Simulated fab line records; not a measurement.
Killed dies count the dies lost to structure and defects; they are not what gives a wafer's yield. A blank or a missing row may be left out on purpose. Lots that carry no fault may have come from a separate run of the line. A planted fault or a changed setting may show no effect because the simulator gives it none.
What tool caused it? / flow berkeley-cmos170 / Sampling: 7 lots, 21 wafers, 2 of 331 route steps

== WHAT EACH GAUGE READ, for each wafer ==
UCB170_NWELL_THK_MEAS_05.
lot=L176; measured=day 2 11:49; on=film-metro-01; NWELL_NITRIDE_THK (nm)=451.7 447.4 450.3
lot=L178; measured=day 2 17:31; on=film-metro-04; NWELL_NITRIDE_THK (nm)=227.4 227.3 226.8
lot=L184; measured=day 4 03:56; on=film-metro-02; NWELL_NITRIDE_THK (nm)=227.2 225.5 225.8
lot=L189; measured=day 5 11:33; on=film-metro-01; NWELL_NITRIDE_THK (nm)=223.9 223.8 222.6
lot=L193; measured=day 6 05:07; on=film-metro-04; NWELL_NITRIDE_THK (nm)=223.4 222.2 223.2
lot=L195; measured=day 6 11:28; on=film-metro-02; NWELL_NITRIDE_THK (nm)=225.7 225.8 226.5
lot=L197; measured=day 6 22:46; on=film-metro-02; NWELL_NITRIDE_THK (nm)=222.2 220.6 220.8

== WHICH TOOL RAN EACH LOT (tool, then ch and the chambers of the sampled wafers, then the start) ==
lot=L176; UCB170_NWELL_CVD_04=lpcvd-02 ch 1, day 2 07:45
lot=L178; UCB170_NWELL_CVD_04=lpcvd-01 ch 1, day 2 15:35
lot=L184; UCB170_NWELL_CVD_04=lpcvd-02 ch 0, day 4 01:01
lot=L189; UCB170_NWELL_CVD_04=lpcvd-01 ch 1, day 5 09:36
lot=L193; UCB170_NWELL_CVD_04=lpcvd-01 ch 1, day 6 03:11
lot=L195; UCB170_NWELL_CVD_04=lpcvd-02 ch 0, day 6 09:31
lot=L197; UCB170_NWELL_CVD_04=lpcvd-01 ch 1, day 6 20:48
- UCB170_NWELL_CVD_04: deposits Si3N4 from SiH2Cl2/NH3, target thk 224 nm, time 3360 s.

== THE ANSWER, worked out from the rows above alone ==
Rule: what is usual is taken from the lots themselves. The widest of any qualifying gaps counts: lots, ordered by their means at a reading, are off when they make up no more than a third of the lots, leave a main group of 4 or more, and stand apart from it by 3 or more times the standard deviation of that group's means. If all means in a main group match to the digits the tables above print for the reading, that group is not used. Also off: a lot with no number at a reading for which 4 or more lots have one. The other lots that the step has rows for count as sound.
Off: at UCB170_NWELL_THK_MEAS_05 (NWELL_NITRIDE_THK), L176. For the main group the mean is 224.5 nm and the standard deviation 2.1.
A tool fits if, at a process step before that reading, it ran every lot that is off, and no sound lot after the first of them. Gauges at UCB170_NWELL_THK_MEAS_05: tried the same way as those tools. No candidate that was tried fits.

== WHAT THE SIMULATOR HAD INSERTED ==
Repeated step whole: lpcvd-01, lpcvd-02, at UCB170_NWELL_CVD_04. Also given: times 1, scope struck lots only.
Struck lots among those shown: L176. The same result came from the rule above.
